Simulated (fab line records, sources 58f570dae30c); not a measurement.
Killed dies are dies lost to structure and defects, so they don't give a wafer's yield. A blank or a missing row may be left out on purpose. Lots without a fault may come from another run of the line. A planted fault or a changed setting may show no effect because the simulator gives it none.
fab line records | flow berkeley_cmos170
record lots=5 wafers=23
route steps=331 shown ZERO@7 ACTIVE@71 GATE@127 NLDD@168 M1@238 V1@261 M3@310
start_h: hours from the record's first day to the start of the lot's first wafer shown | wait_h: hours since the lot's step before | " the same as in the row above | L1.1+2: a row that stands for several wafers | - no value, or no start given | * or withheld: withheld | < > ~ a bound
route shown NAME@n: a module of which the file shows steps, and the number in the route of the first | usual: mean/standard deviation of fault-free wafers | same: alike in all rows | chamber/n: place in a boat | sites: the reading at each site | _std_site: their standard deviation | _edge_site: outer sites' mean less inner sites' | radius_mm: how far each site lies from the wafer's centre | mask NAME#n: copy n | behind: the tool/chamber that last shaped the wafer | hold: why the lot was held/for how many hours/how that ended | device: the transistor (n, p or np) that didn't switch | end of line: the same wafers' tests at the end of the route | a step without rows: its recipe alone | killed: dies lost to structure and defects at the first sort, not the wafer's yield | map: a wafer's dies, x killed, . not, _ none there
set.NAME: the setting as run; set.NAME@STEP: as run at that earlier step | model.NAME: the simulator's own value behind a step, which no gauge read
lots whose settings were changed on purpose; a table a step, a row a wafer
## steps
# step UCB170_ZERO_COAT_01
# recipe resist=KrF spin_rpm=1500 resist_thk_nm=900
# columns lot.wafer tool chamber start_h wait_h set.spin_rpm model.KrF_of_ZERO_COAT_01.thk_nm
L077.3 litho_track-02 0 41.27 0.1 1500 892.6
L077.4 " 0 " " 1500 892.9
L077.6 " 0 " " 1500 892.4
L078.1 litho_track-04 0 41.39 0.1 1564 878.9
L078.2 " 0 " " 1500 899.9
L078.3 " 0 " " 1564 877.1
L078.4 " 0 " " 1500 898.8
L078.6 " 0 " " 1564 880.2
L081.1 litho_track-02 0 65.71 0.1 1500 896.3
L081.2 " 0 " " 1500 898.3
L081.4 " 0 " " 1500 897.2
L081.5 " 0 " " 1500 895.4
L081.6 " 0 " " 1500 895.5
L080.2 litho_track-01 0 65.73 0.1 1603 870.8
L080.3 " 0 " " 1500 899.4
L080.4 " 0 " " 1603 872
L080.5 " 0 " " 1500 901.2
L080.6 " 0 " " 1500 900.3
L082.2 litho_track-04 0 72.02 0.1 1500 899.4
L082.3+4 " 0 " " 1500 901.8
L082.5 " 0 " " 1500 896.8
L082.6 " 0 " " 1500 902.1
# step UCB170_ZERO_DEVELOP_05
# recipe developer=TMAH develop_time_s=45 resist=KrF dev_temp_c=21
# columns lot.wafer tool chamber start_h wait_h set.develop_time_s
L077.3+4+6 litho_track-02 0 - - 45
L078.1+2+3 litho_track-02 0 - - 45
L078.4+6 " 0 " " 41.54
L080.2+4+5 litho_track-01 0 - - 51.26
L080.3+6 " 0 " " 45
L081.1+5 litho_track-02 0 - - 40.59
L081.2+4+6 " 0 " " 45
L082.2+5 litho_track-02 0 - - 45
L082.3+4+6 " 0 " " 46.98
# step UCB170_ZERO_ETCH_06
# recipe chemistry=CHF3/CF4/Ar target=SiO2 time_s=12 pressure_mtorr=100 rf_w=500 CHF3_flow_sccm=50 cf4_flow_sccm=10 Ar_flow_sccm=120 over_etch_frac=1.58
# step UCB170_ZERO_STRIP_07
# recipe chemistry=O2 power_w=400 pressure_mtorr=3500 platen_temp_c=withheld o2_flow_sccm=400 overash_fraction=0.5
# usual strip_time_to_endpoint_s=21.45/0.081
# columns lot.wafer tool chamber start_h wait_h set.spin_rpm@ZERO_COAT_01 strip_time_to_endpoint_s
L077.3 plasma_asher-04 1 42.34 0.0 1500 21.29
L077.4 " 0 " " 1500 21.29
L077.6 " 1 " " 1500 21.28
L078.1 plasma_asher-03 0 42.58 0.0 1564 20.97
L078.2 " 1 " " 1500 21.45
L078.3 " 1 " " 1564 20.94
L078.4 " 0 " " 1500 21.44
L078.6 " 1 " " 1564 21.00
L080.2 plasma_asher-02 1 66.66 0.0 1603 20.76
L080.3 " 1 " " 1500 21.46
L080.4 " 0 " " 1603 20.79
L080.5 " 1 " " 1500 21.50
L080.6 " 0 " " 1500 21.48
L081.1 plasma_asher-03 0 66.90 0.0 1500 21.40
L081.2 " 1 " " 1500 21.45
L081.4 " 0 " " 1500 21.39
L081.5 " 0 " " 1500 21.38
L081.6 " 1 " " 1500 21.37
L082.2 plasma_asher-02 0 72.91 0.0 1500 21.47
L082.3 " 0 " " 1500 21.50
L082.4 " 1 " " 1500 21.51
L082.5 " 1 " " 1500 21.39
L082.6 " 0 " " 1500 21.53
# step UCB170_ACTIVE_PEB_11
# recipe peb_temp_c=130 peb_time_s=withheld resist=KrF
# columns lot.wafer tool chamber start_h wait_h set.peb_temp_c
L077.3+4+6 litho_track-02 0 135.18 0.1 130
L078.1+2+6 litho_track-03 0 135.24 0.1 130
L078.3+4 " 0 " " 132.3
L081.1+2+4 litho_track-04 0 153.28 0.8 130
L081.5+6 " 0 " " 127
L082.2+3+4 litho_track-02 0 153.42 0.4 130
L082.5+6 " 0 " " 129
L080.2+6 litho_track-02 0 154.14 0.4 130
L080.3+4+5 " 0 " " 127.8
# step UCB170_ACTIVE_DEVELOP_12
# recipe developer=TMAH develop_time_s=45 resist=KrF dev_temp_c=21
# step UCB170_ACTIVE_CD_MEAS_13
# recipe target_cd_nm=1200
# usual cd_nm=1200.3/1.1
# columns lot.wafer tool chamber start_h wait_h set.peb_temp_c@ACTIVE_PEB_11 cd_nm
L077.3 cd_sem-01 - 135.44 - 130 1201.2
L077.4 " - " " 130 1200.6
L077.6 " - " " 130 1201.4
L078.1 cd_sem-02 - 135.52 - 130 1199.5
L078.2 " - " " 130 1201.1
L078.3 " - " " 132.3 1186.7
L078.4 " - " " 132.3 1186.7
L078.6 " - " " 130 1199.7
L081.1 cd_sem-02 - 153.55 - 130 1198.7
L081.2 " - " " 130 1199.6
L081.4 " - " " 130 1200.8
L081.5 " - " " 127 1222.8
L081.6 " - " " 127 1222.4
L082.2 cd_sem-02 - 153.69 - 130 1199.3
L082.3 " - " " 130 1198.8
L082.4 " - " " 130 1200.0
L082.5 " - " " 129 1208.3
L082.6 " - " " 129 1207.5
L080.2 cd_sem-01 - 154.50 - 130 1201.3
L080.3 " - " " 127.8 1219.0
L080.4 " - " " 127.8 1220.2
L080.5 " - " " 127.8 1217.9
L080.6 " - " " 130 1202.3
# step UCB170_ACTIVE_ETCH_15
# recipe chemistry=CH3F/Ar/O2 target=Si3N4 stop_on=SiO2 CH3F_flow_sccm=20 Ar_flow_sccm=50 O2_flow_sccm=7 pressure_mtorr=50 rf_w=450 target_depth_a=2420 over_etch_frac=0.1 time_s=151
# columns lot.wafer tool chamber start_h wait_h set.peb_temp_c@ACTIVE_PEB_11 model.ACTIVE.cd_nm
L077.3+4 rie_diel-02 1,0 135.56 0.0 130 1201
L077.6 " 2 " " 130 1202
L078.1+6 rie_diel-01 3,2 135.68 0.0 130 1200
L078.2 " 0 " " 130 1201
L078.3+4 " 2,1 " " 132.3 1187
L081.1+2 rie_diel-02 0,3 153.71 0.0 130 1199
L081.4 " 2 " " 130 1201
L081.5 " 2 " " 127 1223
L081.6 " 3 " " 127 1222
L082.2+4 rie_diel-04 2,3 153.83 0.0 130 1200
L082.3 " 0 " " 130 1199
L082.5+6 " 2,3 " " 129 1208
L080.2 rie_diel-02 3 154.64 0.0 130 1201
L080.3 " 0 " " 127.8 1219
L080.4 " 2 " " 127.8 1221
L080.5 " 0 " " 127.8 1218
L080.6 " 1 " " 130 1202
# step UCB170_ACTIVE_STRIP_16
# recipe chemistry=O2 power_w=400 pressure_mtorr=3500 platen_temp_c=withheld o2_flow_sccm=400 overash_fraction=0.5
# step UCB170_ACTIVE_CD_MEAS_90
# recipe target_cd_nm=1200
# usual cd_nm=1200.3/1.2
# columns lot.wafer tool chamber start_h wait_h set.peb_temp_c@ACTIVE_PEB_11 cd_nm
L077.3 cd_sem-01 - 135.80 0.1 130 1200.9
L077.4 " - " " 130 1200.4
L077.6 " - " " 130 1201.8
L078.1 cd_sem-02 - 135.88 0.1 130 1199.6
L078.2 " - " " 130 1201.1
L078.3 " - " " 132.3 1186.3
L078.4 " - " " 132.3 1187.1
L078.6 " - " " 130 1200.1
L081.1 cd_sem-02 - 154.03 0.2 130 1198.7
L081.2 " - " " 130 1199.2
L081.4 " - " " 130 1201.2
L081.5 " - " " 127 1223.5
L081.6 " - " " 127 1221.7
L082.2 cd_sem-02 - 154.17 0.2 130 1199.6
L082.3 " - " " 130 1198.8
L082.4 " - " " 130 1199.9
L082.5 " - " " 129 1207.4
L082.6 " - " " 129 1207.7
L080.2 cd_sem-02 - 154.86 0.1 130 1201.0
L080.3 " - " " 127.8 1219.1
L080.4 " - " " 127.8 1220.5
L080.5 " - " " 127.8 1217.8
L080.6 " - " " 130 1202.2
# step UCB170_GATE_OXIDATION_01
# recipe temp_c=850 ambient=O2 target_thk_a=66 ox_time_s=1800
# columns lot.wafer tool chamber start_h wait_h set.ox_time_s model.SiO2_of_GATE_OXIDATION_01.thk_nm
L077.3 furnace-02 0 195.50 7.0 1800 6.69
L077.4 " 0 " " 1800 6.882
L077.6 " 0 " " 1800 6.811
L078.1 - - - 6.7 1599 6.192
L078.2 " - " " 1599 6.1
L078.3 " - " " 1599 6.19
L078.4 " - " " 1599 6.283
L078.6 " - " " 1599 6.093
L080.2 - - - 2.5 1940 6.851
L080.3 " - " " 1940 6.912
L080.4 " - " " 1940 6.843
L080.5 " - " " 1940 6.949
L080.6 " - " " 1940 6.98
L081.1 - - - 3.2 1544 5.705
L081.2 " - " " 1544 5.771
L081.4 " - " " 1544 5.638
L081.5 " - " " 1544 5.577
L081.6 " - " " 1544 5.693
L082.2 - - - 3.1 1800 6.658
L082.3 " - " " 1800 6.665
L082.4 " - " " 1800 6.489
L082.5 " - " " 1800 6.649
L082.6 " - " " 1800 6.708
# step UCB170_NLDD_STRIP_10
# recipe chemistry=O2 power_w=400 pressure_mtorr=3500 platen_temp_c=withheld o2_flow_sccm=400 overash_fraction=0.5
# usual strip_time_to_endpoint_s=21.63/0.085
# columns lot.wafer tool chamber start_h wait_h set.o2_flow_sccm strip_time_to_endpoint_s
L078.1 plasma_asher-04 1 213.51 0.1 400 21.58
L078.2 " 0 " " 444.2 21.24
L078.3 " 1 " " 400 21.53
L078.4 " 0 " " 444.2 21.20
L078.6 " 1 " " 400 21.65
L077.3 plasma_asher-03 1 213.66 0.1 400 21.67
L077.4 " 0 " " 400 21.69
L077.6 " 0 " " 400 21.71
L081.1 plasma_asher-01 1 230.54 0.1 400 21.52
L081.2 " 0 " " 400 21.58
L081.4 " 1 " " 400 21.53
L081.5 " 1 " " 419.2 21.44
L081.6 " 0 " " 419.2 21.40
L080.2 plasma_asher-03 0 231.49 0.1 400 21.61
L080.3 " 0 " " 354.3 21.94
L080.4 " 1 " " 354.3 22.01
L080.5 " 0 " " 400 21.63
L080.6 " 1 " " 354.3 22.05
L082.2 plasma_asher-03 1 231.59 0.1 361.2 22.03
L082.3 " 0 " " 361.2 22.03
L082.4 " 1 " " 361.2 22.07
L082.5 " 1 " " 400 21.72
L082.6 " 0 " " 400 21.70
# step UCB170_M1_SPUTTER_00
# recipe material=Al target_thk_nm=600 time_s=80 power_w=6000 chamber_pressure_pa=0.5
# columns lot.wafer tool chamber start_h wait_h set.time_s model.Al_of_M1_SPUTTER_00.thk_nm
L078.1 pvd_sputter-02 - 229.56 0.0 91.49 689.2
L078.2 " - " " 80 601.2
L078.3 " - " " 91.49 694.7
L078.4 " - " " 91.49 683.4
L078.6 " - " " 80 599.8
L077.3 pvd_sputter-01 - 232.19 0.0 80 606
L077.4 " - " " 80 603.6
L077.6 " - " " 80 613.9
L081.1 pvd_sputter-01 - 252.98 0.0 80 604.7
L081.2 " - " " 83.3 627.1
L081.4 " - " " 83.3 640.5
L081.5 " - " " 80 603
L081.6 " - " " 83.3 634.5
L082.2 pvd_sputter-03 - 253.61 0.0 87.34 662.6
L082.3 " - " " 87.34 657.8
L082.4 " - " " 80 600.7
L082.5 " - " " 87.34 660.9
L082.6 " - " " 80 601.3
L080.2 pvd_sputter-02 - 253.73 0.0 80 607.7
L080.3 " - " " 80 609
L080.4 " - " " 80 603.4
L080.5 " - " " 80 611.8
L080.6 " - " " 80 609.3
# step UCB170_M1_RS_MEAS_01
# recipe thk_meas_gauge=four-point-probe reads=Al_of_M1_SPUTTER_00
# usual M1_AL_RS=0.0483/0.00064
# columns lot.wafer tool chamber start_h wait_h set.time_s@M1_SPUTTER_00 M1_AL_RS[ohm/sq]
L078.1 film_metro-01 - 229.62 0.0 91.49 0.0422
L078.2 " - " " 80 0.0485
L078.3 " - " " 91.49 0.0417
L078.4 " - " " 91.49 0.0425
L078.6 " - " " 80 0.0486
L077.3 film_metro-01 - 232.29 0.1 80 0.0480
L077.4 " - " " 80 0.0482
L077.6 " - " " 80 0.0475
L081.1 film_metro-04 - 253.04 0.0 80 0.0479
L081.2 " - " " 83.3 0.0462
L081.4 " - " " 83.3 0.0453
L081.5 " - " " 80 0.0481
L081.6 " - " " 83.3 0.0457
L082.2 film_metro-02 - 253.69 0.1 87.34 0.0439
L082.3 " - " " 87.34 0.0442
L082.4 " - " " 80 0.0485
L082.5 " - " " 87.34 0.0439
L082.6 " - " " 80 0.0484
L080.2 film_metro-01 - 253.81 0.1 80 0.0480
L080.3 " - " " 80 0.0478
L080.4 " - " " 80 0.0483
L080.5 " - " " 80 0.0475
L080.6 " - " " 80 0.0478
# step UCB170_M1_THK_MEAS_02
# recipe thk_meas_gauge=xrf reads=Al_of_M1_SPUTTER_00
# usual M1_AL_THK=604/7.9
# columns lot.wafer tool chamber start_h wait_h set.time_s@M1_SPUTTER_00 M1_AL_THK[nm]
L078.1 film_metro-01 - 229.74 0.1 91.49 687
L078.2 " - " " 80 601
L078.3 " - " " 91.49 694
L078.4 " - " " 91.49 680
L078.6 " - " " 80 598
L077.3 film_metro-01 - 232.39 0.1 80 606
L077.4 " - " " 80 601
L077.6 " - " " 80 615
L081.1 film_metro-04 - 253.16 0.1 80 610
L081.2 " - " " 83.3 633
L081.4 " - " " 83.3 638
L081.5 " - " " 80 606
L081.6 " - " " 83.3 641
L082.2 film_metro-02 - 253.80 0.1 87.34 665
L082.3 " - " " 87.34 663
L082.4 " - " " 80 601
L082.5 " - " " 87.34 662
L082.6 " - " " 80 605
L080.2 film_metro-01 - 253.92 0.1 80 607
L080.3 " - " " 80 608
L080.4 " - " " 80 606
L080.5 " - " " 80 612
L080.6 " - " " 80 608
# step UCB170_M1_METAL_ETCH_12
# recipe chemistry=Cl2/BCl3 target=Al stop_on=PSG pressure_mtorr=12 target_depth_a=7800 over_etch_frac=0.3 time_s=130 icp_w=600 bias_w=120 Cl2_flow_sccm=90 bcl3_flow_sccm=45
# columns lot.wafer tool chamber start_h wait_h set.time_s model.KrF_of_M1_COAT_04.thk_nm
L078.1+3 rie_metal-01 0,1 231.18 - 142.8 -
L078.2 " 1 " " 142.8 365.7
L078.4 " 0 " " 130 -
L078.6 " 0 " " 130 427.3
L077.3 rie_metal-02 0 233.52 - 130 418.1
L077.4 " 1 " " 130 433.9
L077.6 " 1 " " 130 435.9
L081.1 rie_metal-02 1 255.62 - 130 432.2
L081.2 " 0 " " 130 421
L081.4 " 1 " " 117.6 478.1
L081.5 " 1 " " 117.6 480.4
L081.6 " 0 " " 117.6 461
L082.2+3 rie_metal-01 1 257.17 - 130 -
L082.4 " 0 " " 124.9 450.7
L082.5 " 0 " " 124.9 -
L082.6 " 1 " " 124.9 441.9
L080.2 rie_metal-04 1 257.41 - 141.6 408
L080.3 " 1 " " 141.6 408.4
L080.4 " 0 " " 130 457.1
L080.5 " 0 " " 130 456.5
L080.6 " 1 " " 130 449.2
# step UCB170_V1_COAT_07
# recipe resist=KrF spin_rpm=1500 resist_thk_nm=900
# columns lot.wafer tool chamber start_h wait_h set.spin_rpm model.KrF_of_V1_COAT_07.thk_nm
L078.1 litho_track-03 0 234.11 0.1 1431 922
L078.2 " 0 " " 1500 902.2
L078.3 " 0 " " 1431 923.4
L078.4 " 0 " " 1500 901.2
L078.6 " 0 " " 1500 900.2
L077.3 litho_track-03 0 238.11 0.1 1500 893
L077.4 " 0 " " 1500 896.5
L077.6 " 0 " " 1500 895.9
L081.1 litho_track-04 0 261.96 0.1 1500 898.5
L081.2 " 0 " " 1595 871.3
L081.4 " 0 " " 1500 896.4
L081.5 " 0 " " 1595 868.3
L081.6 " 0 " " 1595 868.9
L082.2 litho_track-03 0 262.77 0.1 1500 899.2
L082.3 " 0 " " 1442 918.2
L082.4 " 0 " " 1500 899.6
L082.5 " 0 " " 1442 916.2
L082.6 " 0 " " 1442 919.4
L080.2 litho_track-04 0 262.89 0.1 1424 922.4
L080.3 " 0 " " 1500 898.8
L080.4 " 0 " " 1500 900.2
L080.5 " 0 " " 1424 921.7
L080.6 " 0 " " 1424 921.9
# step UCB170_M3_SPUTTER_01
# recipe material=Al target_thk_nm=900 time_s=120 power_w=6000 chamber_pressure_pa=0.5
# columns lot.wafer tool chamber start_h wait_h set.time_s model.Al_of_M3_SPUTTER_01.thk_nm
L078.1 pvd_sputter-03 - 241.96 0.0 120 887.9
L078.2 " - " " 127.8 949.1
L078.3 " - " " 127.8 945.2
L078.4 " - " " 120 891.5
L078.6 " - " " 120 880.3
L077.3 pvd_sputter-03 - 247.66 0.0 120 903.3
L077.4 " - " " 120 899.2
L077.6 " - " " 120 896.5
L081.1 pvd_sputter-03 - 274.86 0.0 120 909.1
L081.2 " - " " 120 900
L081.4 " - " " 120 903.9
L081.5 " - " " 120 904.9
L081.6 " - " " 120 901.6
L082.2 pvd_sputter-01 - 278.40 0.0 120 883.5
L082.3 " - " " 120 878.8
L082.4 " - " " 120 894.5
L082.5 " - " " 120 879.2
L082.6 " - " " 120 884.9
L080.2 pvd_sputter-04 - 278.61 0.0 107.2 794.3
L080.3 " - " " 120 889.9
L080.4 " - " " 107.2 794.1
L080.5 " - " " 120 907.8
L080.6 " - " " 120 894.2
# step UCB170_M3_RS_MEAS_02
# recipe thk_meas_gauge=four-point-probe reads=Al_of_M3_SPUTTER_01
# usual M3_AL_RS=0.0324/0.00034
# columns lot.wafer tool chamber start_h wait_h set.time_s@M3_SPUTTER_01 M3_AL_RS[ohm/sq]
L078.1 film_metro-04 - 242.04 0.0 120 0.0325
L078.2 " - " " 127.8 0.0303
L078.3 " - " " 127.8 0.0305
L078.4 " - " " 120 0.0324
L078.6 " - " " 120 0.0328
L077.3 film_metro-01 - 247.78 0.1 120 0.0321
L077.4 " - " " 120 0.0322
L077.6 " - " " 120 0.0323
L081.1 film_metro-04 - 274.94 0.0 120 0.0318
L081.2 " - " " 120 0.0321
L081.4 " - " " 120 0.0320
L081.5 " - " " 120 0.0319
L081.6 " - " " 120 0.0320
L082.2 film_metro-02 - 278.50 0.1 120 0.0327
L082.3 " - " " 120 0.0330
L082.4 " - " " 120 0.0324
L082.5 " - " " 120 0.0329
L082.6 " - " " 120 0.0327
L080.2 film_metro-01 - 278.71 0.1 107.2 0.0365
L080.3 " - " " 120 0.0325
L080.4 " - " " 107.2 0.0365
L080.5 " - " " 120 0.0319
L080.6 " - " " 120 0.0324
# step UCB170_M3_THK_MEAS_03
# recipe thk_meas_gauge=xrf reads=Al_of_M3_SPUTTER_01
# usual M3_AL_THK=894/9.7
# columns lot.wafer tool chamber start_h wait_h set.time_s@M3_SPUTTER_01 M3_AL_THK[nm]
L078.1 film_metro-04 - 242.16 0.1 120 889
L078.2 " - " " 127.8 948
L078.3 " - " " 127.8 952
L078.4 " - " " 120 895
L078.6 " - " " 120 882
L077.3 film_metro-01 - 247.88 0.1 120 904
L077.4 " - " " 120 898
L077.6 " - " " 120 897
L081.1 film_metro-04 - 275.06 0.1 120 915
L081.2 " - " " 120 899
L081.4 " - " " 120 909
L081.5 " - " " 120 905
L081.6 " - " " 120 908
L082.2 film_metro-02 - 278.61 0.1 120 880
L082.3 " - " " 120 878
L082.4 " - " " 120 891
L082.5 " - " " 120 879
L082.6 " - " " 120 888
L080.2 film_metro-01 - 278.82 0.1 107.2 796
L080.3 " - " " 120 891
L080.4 " - " " 107.2 794
L080.5 " - " " 120 907
L080.6 " - " " 120 898
## key
split step=UCB170_ZERO_COAT_01 setting=spin_rpm stated=1500 by=wafer
response step=UCB170_ZERO_COAT_01 reading=model.KrF_of_ZERO_COAT_01.thk_nm change=-4.38 per=1% r=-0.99
response step=UCB170_ZERO_STRIP_07 reading=strip_time_to_endpoint_s change=* per=1% r=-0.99
split step=UCB170_ZERO_DEVELOP_05 setting=develop_time_s stated=45 by=wafer
response none clear
split step=UCB170_ACTIVE_PEB_11 setting=peb_temp_c stated=130 by=wafer
response step=UCB170_ACTIVE_CD_MEAS_13 reading=cd_nm change=-9.43 per=1% r=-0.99
response step=UCB170_ACTIVE_ETCH_15 reading=model.ACTIVE.cd_nm change=-9.45 per=1% r=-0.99
response step=UCB170_ACTIVE_CD_MEAS_90 reading=cd_nm change=-9.47 per=1% r=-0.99
split step=UCB170_GATE_OXIDATION_01 setting=ox_time_s stated=1800 by=lot
response step=UCB170_GATE_OXIDATION_01 reading=model.SiO2_of_GATE_OXIDATION_01.thk_nm change=+0.0527 per=1% r=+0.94
split step=UCB170_NLDD_STRIP_10 setting=o2_flow_sccm stated=400 by=wafer
response step=UCB170_NLDD_STRIP_10 reading=strip_time_to_endpoint_s change=* per=1% r=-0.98
split step=UCB170_M1_SPUTTER_00 setting=time_s stated=80 by=wafer
response step=UCB170_M1_SPUTTER_00 reading=model.Al_of_M1_SPUTTER_00.thk_nm change=+6.32 per=1% r=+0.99
response step=UCB170_M1_RS_MEAS_01 reading=M1_AL_RS change=-0.000459 per=1% r=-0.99
response step=UCB170_M1_THK_MEAS_02 reading=M1_AL_THK change=+6.27 per=1% r=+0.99
split step=UCB170_M1_METAL_ETCH_12 setting=time_s stated=130 by=wafer
response step=UCB170_M1_METAL_ETCH_12 reading=model.KrF_of_M1_COAT_04.thk_nm change=-5.25 per=1% r=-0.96
split step=UCB170_V1_COAT_07 setting=spin_rpm stated=1500 by=wafer
response step=UCB170_V1_COAT_07 reading=model.KrF_of_V1_COAT_07.thk_nm change=-4.53 per=1% r=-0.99
split step=UCB170_M3_SPUTTER_01 setting=time_s stated=120 by=wafer
response step=UCB170_M3_SPUTTER_01 reading=model.Al_of_M3_SPUTTER_01.thk_nm change=+9.57 per=1% r=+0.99
response step=UCB170_M3_RS_MEAS_02 reading=M3_AL_RS change=-0.000377 per=1% r=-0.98
response step=UCB170_M3_THK_MEAS_03 reading=M3_AL_THK change=+9.63 per=1% r=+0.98
